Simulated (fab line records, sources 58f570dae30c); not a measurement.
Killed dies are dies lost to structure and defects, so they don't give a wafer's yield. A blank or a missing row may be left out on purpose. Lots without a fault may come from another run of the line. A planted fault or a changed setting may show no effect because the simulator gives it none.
A struck lot beside a sound one | flow berkeley_cmos170 | 15 steps out of a route of 331
Sound: wafers L922.1, L922.2, L922.5. Struck: wafers L926.1, L926.3, L926.5. The cause comes at the end.
At each step with rows: each side's tool, then ch and its chambers, then its first start. Under that, the readings that differ: sound wafers | struck wafers | difference of the means | sigmas: that difference in standard deviations of wafers without a fault.
alike: readings whose means differ by less than 2 such deviations, and words and numbers that are the same on both sides. not compared: withheld readings, readings that some wafer has no value for, bounds like >300 that may hide the same value, and numbers for which the record gives no deviation and whose values overlap.
The two part at a step that has a row with sigmas, a row that says differs or no value, or rows on one side only. Numbers that don't overlap but have no deviation are shown without sigmas and don't part them. A reading that every wafer of one side lacks parts them only if that side has two wafers or more.

UCB170_V2_CMP_02: polishes SiO2.
  sound on cmp-01 ch 0,1,3, day 9 12:58; struck on cmp-02 ch 0,2, day 10 13:01
  reading                 | sound             | struck            | difference | sigmas
  head_pressure_psi (psi) | 6.007 6.012 6.003 | 5.976 5.990 5.977 | -0.026     | -2
  alike: motor_current_A
UCB170_V2_BOW_MEAS_03:
  sound on film_metro-03, day 9 13:16; struck on film_metro-03, day 10 13:16
  alike: V2_BOW
UCB170_V2_THK_MEAS_04:
  sound on film_metro-03, day 9 13:23; struck on film_metro-03, day 10 13:23
  alike: V2_POLISHED_THK
then, 7 steps without rows for these wafers: UCB170_V2_CLEAN_05 (cleans in DIW); UCB170_V2_HMDS_06 (prime time 60 s); UCB170_V2_COAT_07 (resist thk 900 nm); UCB170_V2_SOFTBAKE_08 (time 60 s); UCB170_V2_EXPOSE_09 (exposes mask VIA2, target cd 700 nm); UCB170_V2_PEB_10; UCB170_V2_DEVELOP_11 (develop time 45 s).
UCB170_V2_CD_MEAS_12: target cd 700 nm.
  sound on cd_sem-02, day 9 14:44; struck on cd_sem-02, day 10 14:47
  alike: cd_nm
UCB170_V2_OVL_MEAS_13:
  sound on overlay-01, day 9 14:51; struck on overlay-01, day 10 14:55
  alike: V2_OVL
UCB170_V2_ETCH_14: etches SiO2 in CHF3/CF4/Ar, stops on Al, target depth 1250 nm, time 291 s.
  sound on rie_diel-02 ch 2,3, day 9 14:53; struck on rie_diel-02 ch 0,1,3, day 10 14:57
  reading                             | sound             | struck            | difference | sigmas
  oes_product_au (a.u.)               | 0.860 0.879 0.864 | 1.009 0.981 1.014 | +0.134     | +17
  run_length_s (s)                    | 319.1 319.3 318.6 | 260.5 261.3 260.8 | -58.1      | -99 or more
  model.KrF_of_V2_COAT_07.thk_nm (nm) | 607.9 609.2 607.7 | 667.8 670 662.6   | +58.5      |
  model.V2.feature_depth_nm (nm)      | 1001 1001 999.6   | 995.3 993.4 999.1 | -4.6       |
  model.etch.depth_nm (nm)            | 1001 1000 999.4   | 995.3 993.4 999.1 | -4.2       |
  alike: drypump_motor_current_A, throttle_valve_pct
  not compared: rf_hours_counter_h
UCB170_V2_STRIP_15: strips in O2.
  sound on plasma_asher-03 ch 0,1, day 9 15:04; struck on plasma_asher-01 ch 0,1, day 10 15:08
  reading                      | sound             | struck            | difference | sigmas
  strip_time_to_endpoint_s (s) | 15.26 15.29 15.26 | 16.61 16.67 16.49 | +1.32      | +13
  alike: drypump_motor_current_A, oes_product_au
  not compared: rf_hours_counter_h
UCB170_V2_CD_MEAS_90: target cd 700 nm.
  sound on cd_sem-02, day 9 15:10; struck on cd_sem-02, day 10 15:14
  alike: cd_nm

WHERE THEY PART
First at UCB170_V2_CMP_02; last, within this record, at UCB170_V2_STRIP_15. Later steps at which nothing parts them and some readings are alike: UCB170_V2_CD_MEAS_90.

WHY: what the simulator had put in
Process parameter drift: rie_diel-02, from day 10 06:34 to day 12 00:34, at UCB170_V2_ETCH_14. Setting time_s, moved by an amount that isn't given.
